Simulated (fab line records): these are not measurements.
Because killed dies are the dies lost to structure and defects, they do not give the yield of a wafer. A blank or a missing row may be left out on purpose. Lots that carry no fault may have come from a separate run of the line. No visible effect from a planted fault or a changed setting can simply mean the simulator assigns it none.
fab line records :: flow ritCmos
record:
  lots: 15
  wafers: 45
  lastDay: 7
route steps=202 shown NLDD@106
lots that met no fault: taken from a fault-free run of the same line
startH: the number of hours between the record's first day and the start of the first shown wafer of the lot :: waitH: hours since the lot's step before :: " as in the row above :: L1.1+2: one row covering several wafers at once :: - no value, or no start given :: * or withheld: withheld :: < > ~ a bound
route shown NAME@n: names a module that has steps shown in the file, with the first one's number in the route :: usual: mean and standard deviation over wafers with no fault :: same: alike in all rows :: chamber/n: place in a boat :: sites: each site's reading :: _std_site: the values' standard deviation :: _edge_site: outer sites' mean less inner sites' :: radiusMm: how far each site lies from the wafer's centre :: mask NAME#n: copy n :: behind: the most recent tool/chamber to have shaped the wafer :: hold: reason for holding the lot/hours on hold/outcome of the hold :: device: the n, p or np transistor that did not switch :: end of line: the route-end tests of the same wafers :: a step without rows: its recipe alone :: killed: dies that structure and defects cost at the first sort, which is not the same as the wafer's yield :: map: per-die view of a wafer (x killed, . not killed, _ where there is no die)
set.NAME: setting as actually run; set.NAME@STEP: the setting as run at that earlier step :: model.NAME: the simulator's own value behind a step, which no gauge read
the route's steps for a sample of lots (tables are steps, rows are wafers)
services: when a tool's chamber went out of use (startH, in hours from the record's first day, below 0 if earlier), for how many hours, and the reason
== steps ==
step: RIT_NLDD_EXPOSE_03
recipe:
  maskId: M7
  na: 0.57
  targetCdNm: 40700
  doseMj: 250
usual:
  exposureDoseMJCm2: 249.94/0.23
  focusOffsetNm: 0.0/0.45
  stageVelMmS: 499.94/0.21
lot.wafer: L879.1
tool: ilineStepper-02
chamber: 0
startH: 46.49
waitH: 0.1
mask: M7#0
exposureDoseMJCm2: 249.72
focusOffsetNm: 0.7
stageVelMmS: 499.61

lot.wafer: L879.3
tool: ilineStepper-02
chamber: 0
startH: 46.49
waitH: 0.1
mask: M7#0
exposureDoseMJCm2: 249.90
focusOffsetNm: 1.2
stageVelMmS: 499.85

lot.wafer: L879.5
tool: ilineStepper-02
chamber: 0
startH: 46.49
waitH: 0.1
mask: M7#0
exposureDoseMJCm2: 249.75
focusOffsetNm: 0.6
stageVelMmS: 499.68

lot.wafer: L880.1
tool: ilineStepper-01
chamber: 0
startH: 50.40
waitH: 0.2
mask: M7#0
exposureDoseMJCm2: 250.40
focusOffsetNm: -0.2
stageVelMmS: 500.14

lot.wafer: L880.3
tool: ilineStepper-01
chamber: 0
startH: 50.40
waitH: 0.2
mask: M7#0
exposureDoseMJCm2: 249.95
focusOffsetNm: -0.1
stageVelMmS: 500.04

lot.wafer: L880.6
tool: ilineStepper-01
chamber: 0
startH: 50.40
waitH: 0.2
mask: M7#0
exposureDoseMJCm2: 250.18
focusOffsetNm: -0.1
stageVelMmS: 500.12

lot.wafer: L881.1
tool: ilineStepper-02
chamber: 0
startH: 56.53
waitH: 0.2
mask: M7#0
exposureDoseMJCm2: 250.07
focusOffsetNm: -0.3
stageVelMmS: 499.57

lot.wafer: L881.4
tool: ilineStepper-02
chamber: 0
startH: 56.53
waitH: 0.2
mask: M7#0
exposureDoseMJCm2: 250.22
focusOffsetNm: 0.2
stageVelMmS: 500.09

lot.wafer: L881.5
tool: ilineStepper-02
chamber: 0
startH: 56.53
waitH: 0.2
mask: M7#0
exposureDoseMJCm2: 250.03
focusOffsetNm: 0.7
stageVelMmS: 499.87

lot.wafer: L882.2
tool: ilineStepper-01
chamber: 0
startH: 62.08
waitH: 0.2
mask: M7#0
exposureDoseMJCm2: 249.61
focusOffsetNm: 0.6
stageVelMmS: 500.15

lot.wafer: L882.3
tool: ilineStepper-01
chamber: 0
startH: 62.08
waitH: 0.2
mask: M7#0
exposureDoseMJCm2: 249.76
focusOffsetNm: 0.1
stageVelMmS: 499.69

lot.wafer: L882.5
tool: ilineStepper-01
chamber: 0
startH: 62.08
waitH: 0.2
mask: M7#0
exposureDoseMJCm2: 249.81
focusOffsetNm: -0.8
stageVelMmS: 499.94

lot.wafer: L884.2
tool: ilineStepper-01
chamber: -
startH: 71.35
waitH: 0.2
mask: M7#0
exposureDoseMJCm2: -
focusOffsetNm: -
stageVelMmS: -

lot.wafer: L884.5
tool: ilineStepper-01
chamber: -
startH: 71.35
waitH: 0.2
mask: M7#0
exposureDoseMJCm2: -
focusOffsetNm: -
stageVelMmS: -

lot.wafer: L884.6
tool: ilineStepper-01
chamber: -
startH: 71.35
waitH: 0.2
mask: M7#0
exposureDoseMJCm2: -
focusOffsetNm: -
stageVelMmS: -

lot.wafer: L885.3
tool: ilineStepper-02
chamber: -
startH: 75.26
waitH: 0.2
mask: M7#0
exposureDoseMJCm2: -
focusOffsetNm: -
stageVelMmS: -

lot.wafer: L885.4
tool: ilineStepper-02
chamber: -
startH: 75.26
waitH: 0.2
mask: M7#0
exposureDoseMJCm2: -
focusOffsetNm: -
stageVelMmS: -

lot.wafer: L885.6
tool: ilineStepper-02
chamber: -
startH: 75.26
waitH: 0.2
mask: M7#0
exposureDoseMJCm2: -
focusOffsetNm: -
stageVelMmS: -

lot.wafer: L886.1
tool: ilineStepper-02
chamber: -
startH: 82.27
waitH: 0.1
mask: M7#0
exposureDoseMJCm2: -
focusOffsetNm: -
stageVelMmS: -

lot.wafer: L886.2
tool: ilineStepper-02
chamber: -
startH: 82.27
waitH: 0.1
mask: M7#0
exposureDoseMJCm2: -
focusOffsetNm: -
stageVelMmS: -

lot.wafer: L886.6
tool: ilineStepper-02
chamber: -
startH: 82.27
waitH: 0.1
mask: M7#0
exposureDoseMJCm2: -
focusOffsetNm: -
stageVelMmS: -

lot.wafer: L888.3
tool: ilineStepper-01
chamber: 0
startH: 95.04
waitH: 0.2
mask: M7#0
exposureDoseMJCm2: 249.71
focusOffsetNm: -0.1
stageVelMmS: 499.98

lot.wafer: L888.4
tool: ilineStepper-01
chamber: 0
startH: 95.04
waitH: 0.2
mask: M7#0
exposureDoseMJCm2: 249.89
focusOffsetNm: -0.3
stageVelMmS: 500.27

lot.wafer: L888.5
tool: ilineStepper-01
chamber: 0
startH: 95.04
waitH: 0.2
mask: M7#0
exposureDoseMJCm2: 249.81
focusOffsetNm: 0.1
stageVelMmS: 500.09

lot.wafer: L893.2
tool: ilineStepper-01
chamber: 0
startH: 116.62
waitH: 0.1
mask: M7#0
exposureDoseMJCm2: 249.31
focusOffsetNm: 0.3
stageVelMmS: 499.98

lot.wafer: L893.3
tool: ilineStepper-01
chamber: 0
startH: 116.62
waitH: 0.1
mask: M7#0
exposureDoseMJCm2: 249.51
focusOffsetNm: 0.0
stageVelMmS: 499.95

lot.wafer: L893.4
tool: ilineStepper-01
chamber: 0
startH: 116.62
waitH: 0.1
mask: M7#0
exposureDoseMJCm2: 249.66
focusOffsetNm: 0.4
stageVelMmS: 499.92

lot.wafer: L895.2
tool: ilineStepper-01
chamber: 0
startH: 128.25
waitH: 0.1
mask: M7#0
exposureDoseMJCm2: 249.70
focusOffsetNm: 0.1
stageVelMmS: 499.84

lot.wafer: L895.3
tool: ilineStepper-01
chamber: 0
startH: 128.25
waitH: 0.1
mask: M7#0
exposureDoseMJCm2: 249.99
focusOffsetNm: -0.5
stageVelMmS: 499.78

lot.wafer: L895.6
tool: ilineStepper-01
chamber: 0
startH: 128.25
waitH: 0.1
mask: M7#0
exposureDoseMJCm2: 249.94
focusOffsetNm: -0.7
stageVelMmS: 500.04

lot.wafer: L896.3
tool: ilineStepper-01
chamber: 0
startH: 131.25
waitH: 0.1
mask: M7#0
exposureDoseMJCm2: 249.98
focusOffsetNm: -1.0
stageVelMmS: 500.45

lot.wafer: L896.4
tool: ilineStepper-01
chamber: 0
startH: 131.25
waitH: 0.1
mask: M7#0
exposureDoseMJCm2: 250.18
focusOffsetNm: -0.3
stageVelMmS: 500.14

lot.wafer: L896.5
tool: ilineStepper-01
chamber: 0
startH: 131.25
waitH: 0.1
mask: M7#0
exposureDoseMJCm2: 250.16
focusOffsetNm: 0.9
stageVelMmS: 499.95

lot.wafer: L897.1
tool: ilineStepper-02
chamber: 0
startH: 136.04
waitH: 0.2
mask: M7#0
exposureDoseMJCm2: 249.73
focusOffsetNm: 0.0
stageVelMmS: 499.93

lot.wafer: L897.5
tool: ilineStepper-02
chamber: 0
startH: 136.04
waitH: 0.2
mask: M7#0
exposureDoseMJCm2: 249.78
focusOffsetNm: 0.2
stageVelMmS: 499.94

lot.wafer: L897.6
tool: ilineStepper-02
chamber: 0
startH: 136.04
waitH: 0.2
mask: M7#0
exposureDoseMJCm2: 249.94
focusOffsetNm: -0.1
stageVelMmS: 500.51

lot.wafer: L898.1
tool: ilineStepper-02
chamber: 0
startH: 140.28
waitH: 0.1
mask: M7#0
exposureDoseMJCm2: 250.16
focusOffsetNm: 0.0
stageVelMmS: 500.18

lot.wafer: L898.3
tool: ilineStepper-02
chamber: 0
startH: 140.28
waitH: 0.1
mask: M7#0
exposureDoseMJCm2: 250.10
focusOffsetNm: -0.4
stageVelMmS: 499.95

lot.wafer: L898.6
tool: ilineStepper-02
chamber: 0
startH: 140.28
waitH: 0.1
mask: M7#0
exposureDoseMJCm2: 249.78
focusOffsetNm: 0.0
stageVelMmS: 499.89

lot.wafer: L900.1
tool: ilineStepper-02
chamber: 0
startH: 151.97
waitH: 0.2
mask: M7#0
exposureDoseMJCm2: 249.97
focusOffsetNm: -0.3
stageVelMmS: 499.71

lot.wafer: L900.2
tool: ilineStepper-02
chamber: 0
startH: 151.97
waitH: 0.2
mask: M7#0
exposureDoseMJCm2: 249.90
focusOffsetNm: -0.2
stageVelMmS: 499.83

lot.wafer: L900.4
tool: ilineStepper-02
chamber: 0
startH: 151.97
waitH: 0.2
mask: M7#0
exposureDoseMJCm2: 249.79
focusOffsetNm: -0.4
stageVelMmS: 499.57

lot.wafer: L901.1
tool: ilineStepper-02
chamber: 0
startH: 156.42
waitH: 0.1
mask: M7#0
exposureDoseMJCm2: 250.01
focusOffsetNm: 0.4
stageVelMmS: 499.86

lot.wafer: L901.2
tool: ilineStepper-02
chamber: 0
startH: 156.42
waitH: 0.1
mask: M7#0
exposureDoseMJCm2: 250.15
focusOffsetNm: 0.2
stageVelMmS: 499.67

lot.wafer: L901.3
tool: ilineStepper-02
chamber: 0
startH: 156.42
waitH: 0.1
mask: M7#0
exposureDoseMJCm2: 250.41
focusOffsetNm: 0.2
stageVelMmS: 499.66
== services ==
tool: ilineStepper-01
chamber: 0
startH: 36.84
hours: -
kind: calibration

tool: ilineStepper-02
chamber: -
startH: 97.56
hours: 2.5
kind: repair

tool: ilineStepper-01
chamber: -
startH: 119.86
hours: 1.7
kind: pm
== key ==
firstSign:
  step: RIT_NLDD_EXPOSE_03
  reading: toolRecord
  direction: missing
effect none on later readings
metAt RIT_NLDD_EXPOSE_03
struckLots L884,L885,L886
sortLeftOut L884.2,L884.5,L884.6,L885.3,L885.4,L885.6,L886.1,L886.2,L886.6
testerLeftOut L884,L885,L886
onsetBetween 62.08 71.35
fault:
  kind: skippedStepWhole
  tool: ilineStepper-01,ilineStepper-02
  chamber: -
  onsetH: 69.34
  steps: RIT_NLDD_EXPOSE_03
  scope: struckLotsOnly
testerLeftOut: of these lots the tester's yield and bins aren't shown, on N5 and GAA mostly nor the transistor test; their killed dies are dies lost to structure and defects alone, not to doping, threshold or leakage, so they don't give the yield
sortLeftOut: the simulated sort isn't trusted on such a fault, so these wafers' sort isn't shown, and their yield isn't known
